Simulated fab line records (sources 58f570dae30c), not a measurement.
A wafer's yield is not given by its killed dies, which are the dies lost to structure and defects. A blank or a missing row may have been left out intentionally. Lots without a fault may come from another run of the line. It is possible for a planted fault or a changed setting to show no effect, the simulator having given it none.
A sampling plan put to the test :: flow berkeley cmos170 :: 32 faults told of in these records, all on one fab line, each judged by the records of the lots it struck
The line's own looks make up the plan; these are the steps of the route where a gauge or inspection reads the wafer and leaves it unchanged. A look is open to judgement when struck wafers have a number at it and the file gives its usual mean and standard deviation on fault-free wafers. Caught: 4 or more of those standard deviations (sigma) separate the usual mean from the mean of the struck wafers at a look after the fault's first step. On the tool: the test repeated on the tool's own readings taken at the fault's steps. Caught also covers a different recipe on the struck wafers, or a record left blank for those wafers only.

THE FAULTS, as the simulator had put them in
1. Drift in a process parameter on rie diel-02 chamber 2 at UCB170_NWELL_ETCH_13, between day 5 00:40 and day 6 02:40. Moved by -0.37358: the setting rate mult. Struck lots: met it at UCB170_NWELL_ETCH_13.
2. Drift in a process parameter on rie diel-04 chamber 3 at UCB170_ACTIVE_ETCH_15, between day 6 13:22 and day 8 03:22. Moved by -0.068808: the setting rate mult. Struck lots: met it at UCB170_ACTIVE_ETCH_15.
3. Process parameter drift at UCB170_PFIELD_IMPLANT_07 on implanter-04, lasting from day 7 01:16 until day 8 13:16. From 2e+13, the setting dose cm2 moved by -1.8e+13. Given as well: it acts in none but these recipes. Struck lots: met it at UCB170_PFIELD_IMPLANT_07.
4. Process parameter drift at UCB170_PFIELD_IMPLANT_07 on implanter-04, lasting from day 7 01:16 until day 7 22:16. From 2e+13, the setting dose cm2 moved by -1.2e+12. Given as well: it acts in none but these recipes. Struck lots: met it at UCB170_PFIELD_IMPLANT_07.
5. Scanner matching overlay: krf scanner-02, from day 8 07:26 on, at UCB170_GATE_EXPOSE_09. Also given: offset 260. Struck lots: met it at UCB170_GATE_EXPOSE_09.
6. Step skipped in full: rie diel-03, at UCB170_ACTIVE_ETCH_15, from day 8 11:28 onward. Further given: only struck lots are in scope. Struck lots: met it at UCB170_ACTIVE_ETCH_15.
7. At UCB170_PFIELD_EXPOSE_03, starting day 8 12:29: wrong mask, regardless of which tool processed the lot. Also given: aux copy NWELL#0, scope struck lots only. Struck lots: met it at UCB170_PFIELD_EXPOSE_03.
8. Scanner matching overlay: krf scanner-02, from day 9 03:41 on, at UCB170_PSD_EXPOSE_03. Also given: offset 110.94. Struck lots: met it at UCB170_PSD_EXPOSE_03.
9. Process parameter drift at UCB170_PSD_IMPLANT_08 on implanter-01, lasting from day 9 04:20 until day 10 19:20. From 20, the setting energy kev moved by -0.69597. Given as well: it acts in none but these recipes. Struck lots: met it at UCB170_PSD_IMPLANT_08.
10. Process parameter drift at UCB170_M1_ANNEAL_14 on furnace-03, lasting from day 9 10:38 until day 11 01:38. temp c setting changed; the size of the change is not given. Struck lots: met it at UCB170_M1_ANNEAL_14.
11. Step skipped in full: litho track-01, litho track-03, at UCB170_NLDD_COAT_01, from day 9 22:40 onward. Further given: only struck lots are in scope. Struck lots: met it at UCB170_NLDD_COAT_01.
12. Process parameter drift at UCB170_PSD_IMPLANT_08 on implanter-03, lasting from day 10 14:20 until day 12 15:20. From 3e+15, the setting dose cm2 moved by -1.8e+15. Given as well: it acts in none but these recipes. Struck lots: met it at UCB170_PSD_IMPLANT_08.
13. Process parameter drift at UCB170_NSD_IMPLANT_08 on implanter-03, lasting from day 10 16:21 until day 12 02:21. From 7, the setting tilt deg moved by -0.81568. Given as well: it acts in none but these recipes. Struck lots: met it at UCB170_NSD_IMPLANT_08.
14. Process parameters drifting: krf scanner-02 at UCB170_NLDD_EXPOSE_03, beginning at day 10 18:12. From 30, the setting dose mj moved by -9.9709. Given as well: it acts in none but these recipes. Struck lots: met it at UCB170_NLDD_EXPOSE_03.
15. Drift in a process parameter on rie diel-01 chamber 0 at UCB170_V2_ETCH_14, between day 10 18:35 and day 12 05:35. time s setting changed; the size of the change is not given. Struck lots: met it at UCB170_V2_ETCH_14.
16. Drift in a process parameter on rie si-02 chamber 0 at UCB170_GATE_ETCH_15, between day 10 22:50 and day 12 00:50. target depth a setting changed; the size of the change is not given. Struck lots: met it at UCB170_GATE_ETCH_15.
17. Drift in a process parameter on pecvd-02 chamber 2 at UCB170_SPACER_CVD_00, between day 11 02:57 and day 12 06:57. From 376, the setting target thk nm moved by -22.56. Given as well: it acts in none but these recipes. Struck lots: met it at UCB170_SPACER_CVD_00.
18. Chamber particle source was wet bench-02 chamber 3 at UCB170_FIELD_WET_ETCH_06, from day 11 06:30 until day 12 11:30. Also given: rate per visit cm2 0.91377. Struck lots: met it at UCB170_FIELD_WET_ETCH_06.
19. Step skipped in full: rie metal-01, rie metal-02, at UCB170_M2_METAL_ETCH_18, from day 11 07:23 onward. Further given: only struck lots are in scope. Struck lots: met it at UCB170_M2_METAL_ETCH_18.
20. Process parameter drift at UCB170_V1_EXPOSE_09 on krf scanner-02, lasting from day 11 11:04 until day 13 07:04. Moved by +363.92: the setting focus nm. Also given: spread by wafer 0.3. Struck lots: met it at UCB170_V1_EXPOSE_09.
21. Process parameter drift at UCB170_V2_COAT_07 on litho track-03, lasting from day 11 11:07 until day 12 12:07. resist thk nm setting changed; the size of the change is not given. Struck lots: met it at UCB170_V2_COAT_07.
22. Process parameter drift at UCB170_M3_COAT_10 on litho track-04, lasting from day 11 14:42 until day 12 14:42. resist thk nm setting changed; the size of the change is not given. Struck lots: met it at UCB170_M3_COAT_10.
23. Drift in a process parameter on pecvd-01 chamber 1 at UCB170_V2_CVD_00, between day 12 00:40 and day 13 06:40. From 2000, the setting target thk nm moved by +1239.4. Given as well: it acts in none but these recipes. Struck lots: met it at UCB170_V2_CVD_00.
24. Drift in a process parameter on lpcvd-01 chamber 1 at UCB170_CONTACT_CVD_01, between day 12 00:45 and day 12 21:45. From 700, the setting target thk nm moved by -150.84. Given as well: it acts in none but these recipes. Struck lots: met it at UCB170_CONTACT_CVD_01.
25. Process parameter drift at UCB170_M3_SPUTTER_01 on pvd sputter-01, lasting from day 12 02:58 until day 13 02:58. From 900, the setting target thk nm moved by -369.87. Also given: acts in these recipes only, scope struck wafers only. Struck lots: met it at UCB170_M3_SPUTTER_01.
26. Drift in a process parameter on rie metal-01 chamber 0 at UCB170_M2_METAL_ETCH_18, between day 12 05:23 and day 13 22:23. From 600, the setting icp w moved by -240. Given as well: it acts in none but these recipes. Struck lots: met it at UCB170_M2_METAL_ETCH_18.
27. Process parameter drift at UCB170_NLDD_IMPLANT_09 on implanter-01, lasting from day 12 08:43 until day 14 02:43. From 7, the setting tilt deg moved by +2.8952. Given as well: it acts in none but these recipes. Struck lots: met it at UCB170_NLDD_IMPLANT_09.
28. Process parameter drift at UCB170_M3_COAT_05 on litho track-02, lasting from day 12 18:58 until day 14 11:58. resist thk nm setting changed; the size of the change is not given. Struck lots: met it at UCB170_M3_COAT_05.
29. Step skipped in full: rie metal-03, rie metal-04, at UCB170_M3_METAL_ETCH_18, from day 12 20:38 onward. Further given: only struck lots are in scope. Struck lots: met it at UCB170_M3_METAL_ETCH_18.
30. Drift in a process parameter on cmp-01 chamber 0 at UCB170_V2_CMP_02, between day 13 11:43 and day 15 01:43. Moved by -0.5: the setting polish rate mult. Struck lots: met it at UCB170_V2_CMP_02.
31. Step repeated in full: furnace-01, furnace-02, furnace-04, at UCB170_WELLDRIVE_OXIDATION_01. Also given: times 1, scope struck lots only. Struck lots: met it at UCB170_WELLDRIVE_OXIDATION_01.
32. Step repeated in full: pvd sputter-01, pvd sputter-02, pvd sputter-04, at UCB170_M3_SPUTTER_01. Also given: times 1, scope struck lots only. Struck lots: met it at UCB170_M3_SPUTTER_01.

WHAT THE PLAN SAW
fault: 1
on the tool itself: oes product au -9.6 sigma
first look that catches it: none of the 2 looks that can be judged after it
reading, sigma: -
median hours from its first step to that look: -
hours from the fault's start to the first struck lot there: -
judged looks passed uncaught: 2

fault: 2
on the tool itself: under 2 sigma
first look that catches it: no look after it can be judged
reading, sigma: -
median hours from its first step to that look: -
hours from the fault's start to the first struck lot there: -
judged looks passed uncaught: 0

fault: 3
on the tool itself: dose ions cm2 -99 or beyond sigma
first look that catches it: UCB170_PFIELD_TW_MEAS_09
reading, sigma: PFIELD_TW -53
median hours from its first step to that look: 0.2
hours from the fault's start to the first struck lot there: 0
judged looks passed uncaught: 0

fault: 4
on the tool itself: dose ions cm2 -52 sigma
first look that catches it: no look after it can be judged
reading, sigma: -
median hours from its first step to that look: -
hours from the fault's start to the first struck lot there: -
judged looks passed uncaught: 0

fault: 5
on the tool itself: under 2 sigma
first look that catches it: UCB170_GATE_OVL_MEAS_13
reading, sigma: GATE_OVL +49
median hours from its first step to that look: 0.7
hours from the fault's start to the first struck lot there: 6
judged looks passed uncaught: 0

fault: 6
on the tool itself: the tool's record is blank for the struck wafers
first look that catches it: no look after it can be judged
reading, sigma: -
median hours from its first step to that look: -
hours from the fault's start to the first struck lot there: -
judged looks passed uncaught: 0

fault: 7
on the tool itself: no reading that can be judged
first look that catches it: UCB170_PFIELD_TW_MEAS_09
reading, sigma: PFIELD_TW -99 or beyond
median hours from its first step to that look: 1.3
hours from the fault's start to the first struck lot there: 1
judged looks passed uncaught: 0

fault: 8
on the tool itself: under 2 sigma
first look that catches it: UCB170_PSD_OVL_MEAS_07
reading, sigma: PSD_OVL +22
median hours from its first step to that look: 0.6
hours from the fault's start to the first struck lot there: 1
judged looks passed uncaught: 0

fault: 9
on the tool itself: beam energy keV -99 or beyond sigma
first look that catches it: not the one look that can be judged after it
reading, sigma: -
median hours from its first step to that look: -
hours from the fault's start to the first struck lot there: -
judged looks passed uncaught: 1

fault: 10
on the tool itself: tube center temp C -99 or beyond sigma
first look that catches it: no look after it can be judged
reading, sigma: -
median hours from its first step to that look: -
hours from the fault's start to the first struck lot there: -
judged looks passed uncaught: 0

fault: 11
on the tool itself: the tool's record is blank for the struck wafers
first look that catches it: no look after it can be judged
reading, sigma: -
median hours from its first step to that look: -
hours from the fault's start to the first struck lot there: -
judged looks passed uncaught: 0

fault: 12
on the tool itself: dose ions cm2 -99 or beyond sigma
first look that catches it: UCB170_PSD_TW_MEAS_10
reading, sigma: PSD_TW -16
median hours from its first step to that look: 0.2
hours from the fault's start to the first struck lot there: 0
judged looks passed uncaught: 0

fault: 13
on the tool itself: tilt deg -39 sigma
first look that catches it: none of the 3 looks that can be judged after it
reading, sigma: -
median hours from its first step to that look: -
hours from the fault's start to the first struck lot there: -
judged looks passed uncaught: 3

fault: 14
on the tool itself: exposure dose mJ cm2 -99 or beyond sigma
first look that catches it: UCB170_NLDD_CD_MEAS_06
reading, sigma: cd nm -39
median hours from its first step to that look: 0.8
hours from the fault's start to the first struck lot there: 19
judged looks passed uncaught: 0

fault: 15
on the tool itself: run length s -99 or beyond sigma
first look that catches it: UCB170_V2_CD_MEAS_90
reading, sigma: cd nm -4.3
median hours from its first step to that look: 0.3
hours from the fault's start to the first struck lot there: 15
judged looks passed uncaught: 0

fault: 16
on the tool itself: only faintly: oes product au +2.4 sigma
first look that catches it: no look after it can be judged
reading, sigma: -
median hours from its first step to that look: -
hours from the fault's start to the first struck lot there: -
judged looks passed uncaught: 0

fault: 17
on the tool itself: under 2 sigma
first look that catches it: UCB170_SPACER_THK_MEAS_01
reading, sigma: SPACER_TEOS_THK -5.9
median hours from its first step to that look: 0.0
hours from the fault's start to the first struck lot there: 11
judged looks passed uncaught: 0

fault: 18
on the tool itself: no reading that can be judged
first look that catches it: no look after it can be judged
reading, sigma: -
median hours from its first step to that look: -
hours from the fault's start to the first struck lot there: -
judged looks passed uncaught: 0

fault: 19
on the tool itself: the tool's record is blank for the struck wafers
first look that catches it: no look after it can be judged
reading, sigma: -
median hours from its first step to that look: -
hours from the fault's start to the first struck lot there: -
judged looks passed uncaught: 0

fault: 20
on the tool itself: exposure dose mJ cm2 -19 sigma
first look that catches it: UCB170_V1_CD_MEAS_12
reading, sigma: cd nm +4.0
median hours from its first step to that look: 0.4
hours from the fault's start to the first struck lot there: 26
judged looks passed uncaught: 0

fault: 21
on the tool itself: no reading that can be judged
first look that catches it: no look after it can be judged
reading, sigma: -
median hours from its first step to that look: -
hours from the fault's start to the first struck lot there: -
judged looks passed uncaught: 0

fault: 22
on the tool itself: no reading that can be judged
first look that catches it: UCB170_M3_CD_MEAS_15
reading, sigma: cd nm -5.9
median hours from its first step to that look: 3.0
hours from the fault's start to the first struck lot there: 1
judged looks passed uncaught: 0

fault: 23
on the tool itself: under 2 sigma
first look that catches it: UCB170_V2_THK_MEAS_01
reading, sigma: V2_TEOS_THK +49
median hours from its first step to that look: 0.2
hours from the fault's start to the first struck lot there: 15
judged looks passed uncaught: 0

fault: 24
on the tool itself: under 2 sigma
first look that catches it: UCB170_CONTACT_THK_MEAS_02
reading, sigma: CONTACT_PSG_THK -23
median hours from its first step to that look: 1.8
hours from the fault's start to the first struck lot there: 1
judged looks passed uncaught: 0

fault: 25
on the tool itself: only faintly: cathode dc power W +2.0 sigma
first look that catches it: UCB170_M3_RS_MEAS_02
reading, sigma: M3_AL_RS +67
median hours from its first step to that look: 0.1
hours from the fault's start to the first struck lot there: 16
judged looks passed uncaught: 0

fault: 26
on the tool itself: rf fwd power W -99 or beyond sigma
first look that catches it: UCB170_M2_CD_MEAS_90
reading, sigma: cd nm +7.9
median hours from its first step to that look: 0.3
hours from the fault's start to the first struck lot there: 9
judged looks passed uncaught: 0

fault: 27
on the tool itself: tilt deg +99 or beyond sigma
first look that catches it: UCB170_SDANNEAL_RS_MEAS_05
reading, sigma: NLDD_RS -9.3
median hours from its first step to that look: 14.1
hours from the fault's start to the first struck lot there: 27
judged looks passed uncaught: 0

fault: 28
on the tool itself: under 2 sigma
first look that catches it: no look after it can be judged
reading, sigma: -
median hours from its first step to that look: -
hours from the fault's start to the first struck lot there: -
judged looks passed uncaught: 0

fault: 29
on the tool itself: the tool's record is blank for the struck wafers
first look that catches it: no look after it can be judged
reading, sigma: -
median hours from its first step to that look: -
hours from the fault's start to the first struck lot there: -
judged looks passed uncaught: 0

fault: 30
on the tool itself: under 2 sigma
first look that catches it: UCB170_V2_THK_MEAS_04
reading, sigma: V2_POLISHED_THK +99 or beyond
median hours from its first step to that look: 0.4
hours from the fault's start to the first struck lot there: 12
judged looks passed uncaught: 0

fault: 31
on the tool itself: under 2 sigma
first look that catches it: UCB170_WELLDRIVE_THK_MEAS_02
reading, sigma: WELLDRIVE_OXIDE_THK +32
median hours from its first step to that look: 7.9
hours from the fault's start to the first struck lot there: -
judged looks passed uncaught: 0

fault: 32
on the tool itself: under 2 sigma
first look that catches it: UCB170_M3_RS_MEAS_02
reading, sigma: M3_AL_RS -47
median hours from its first step to that look: 0.3
hours from the fault's start to the first struck lot there: -
judged looks passed uncaught: 0
A dash: the fault isn't caught, or these records don't give the number.

Caught at a look: 18 of 32. Caught on the tool: 16 of 32. By one or the other: 27 of 32.
Faults caught by the tool alone: 1, 4, 6, 9, 10, 11, 13, 19, 29.
Caught at a look alone: faults 5, 7, 8, 17, 22, 23, 24, 25, 30, 31, 32.
Caught by neither: faults 2, 16, 18, 21, 28.

THINNER SAMPLING
In the worst case, this is how late the first struck lot would be measured if the look that catches a fault measured only every second or every third lot, by lot number:
fault: 3
struck lots at that look, in order of time: L202, L199
every lot: 0 h
every second lot: 0 h
every third lot: may miss all 2

fault: 5
struck lots at that look, in order of time: L948, L949, L947, L951
every lot: 6 h
every second lot: 6 h
every third lot: 7 h

fault: 7
struck lots at that look, in order of time: L913
every lot: 1 h
every second lot: may miss it
every third lot: may miss it

fault: 8
struck lots at that look, in order of time: L121, L120, L125, L127
every lot: 1 h
every second lot: 1 h
every third lot: 35 h

fault: 12
struck lots at that look, in order of time: L711, L716
every lot: 0 h
every second lot: 28 h
every third lot: may miss all 2

fault: 14
struck lots at that look, in order of time: L290, L292
every lot: 19 h
every second lot: may miss all 2
every third lot: may miss all 2

fault: 15
struck lots at that look, in order of time: L957
every lot: 15 h
every second lot: may miss it
every third lot: may miss it

fault: 17
struck lots at that look, in order of time: L247, L246
every lot: 11 h
every second lot: 11 h
every third lot: may miss all 2

fault: 20
struck lots at that look, in order of time: L402
every lot: 26 h
every second lot: may miss it
every third lot: may miss it

fault: 22
struck lots at that look, in order of time: L134, L136
every lot: 1 h
every second lot: may miss all 2
every third lot: may miss all 2

fault: 23
struck lots at that look, in order of time: L226, L227
every lot: 15 h
every second lot: 23 h
every third lot: may miss all 2

fault: 24
struck lots at that look, in order of time: L236, L238
every lot: 1 h
every second lot: may miss all 2
every third lot: may miss all 2

fault: 25
struck lots at that look, in order of time: L302
every lot: 16 h
every second lot: may miss it
every third lot: may miss it

fault: 26
struck lots at that look, in order of time: L626, L628
every lot: 9 h
every second lot: may miss all 2
every third lot: may miss all 2

fault: 27
struck lots at that look, in order of time: L412, L414
every lot: 27 h
every second lot: may miss all 2
every third lot: may miss all 2

fault: 30
struck lots at that look, in order of time: L912
every lot: 12 h
every second lot: may miss it
every third lot: may miss it
Hours count from the start of the fault until the first struck lot that is measured. Since the struck wafers were tested as one group against 4 sigma, a single lot by itself may lie under the limit. Other struck lots may not be in these records.

THE LONGEST TIMED WAY FROM STEP TO LOOK
Fault 27: median gap of 14.1 hours between UCB170_NLDD_IMPLANT_09 and UCB170_SDANNEAL_RS_MEAS_05. No look between them can be judged.
